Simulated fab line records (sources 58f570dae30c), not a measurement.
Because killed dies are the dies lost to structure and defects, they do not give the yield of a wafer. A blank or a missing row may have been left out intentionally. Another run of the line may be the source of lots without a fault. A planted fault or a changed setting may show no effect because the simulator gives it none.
Which tool is to blame?	flow berkeley cmos170	7 lots, 21 wafers sampled, at 2 steps of a route of 331

WHAT THE GAUGES READ, wafer by wafer
UCB170_CONTACT_OVL_MEAS_16.
lot	measured	on	CONTACT_OVL (nm)
L837	day 8 20:22	overlay-02	1 10 0
L839	day 9 03:17	overlay-01	-1 -3 -5
L840	day 9 13:42	overlay-02	-1 -7 4
L845	day 10 04:38	overlay-01	4 7 6
L846	day 10 13:14	overlay-02	-3 -8 -6
L848	day 11 01:05	overlay-01	-3 -2 -2
L853	day 11 04:59	overlay-01	-4 -13 -8

WHAT TOOL EACH LOT RAN ON (gives the tool, then ch and the chambers of the sampled wafers, and finally the start)
lot	UCB170_PVT_IMPLANT_07
L837	implanter-02 ch 0, day 7 05:44
L839	implanter-04 ch 0, day 7 10:08
L840	implanter-01 ch 0, day 7 21:53
L845	implanter-04 ch 0, day 8 09:32
L846	implanter-01 ch 0, day 8 23:04
L848	implanter-02 ch 0, day 9 16:35
L853	implanter-04 ch 0, day 9 20:31
- UCB170_PVT_IMPLANT_07

THE ANSWER, worked out from the rows above alone
Rule: what is usual is taken from the lots themselves. The widest of any qualifying gaps counts: lots, ordered by their means at a reading, are off when they make up no more than a third of the lots, leave a main group of 4 or more, and stand apart from it by 3 or more times the standard deviation of that group's means. A main group is skipped when, at the precision printed for the reading in the tables above, its means are all equal. Also off: a lot with no number at a reading for which 4 or more lots have one. Any other lot the step has rows for is counted as sound.
Across all readings shown, no lot is off: no conclusion can be drawn from this.

WHAT THE SIMULATOR PUT IN
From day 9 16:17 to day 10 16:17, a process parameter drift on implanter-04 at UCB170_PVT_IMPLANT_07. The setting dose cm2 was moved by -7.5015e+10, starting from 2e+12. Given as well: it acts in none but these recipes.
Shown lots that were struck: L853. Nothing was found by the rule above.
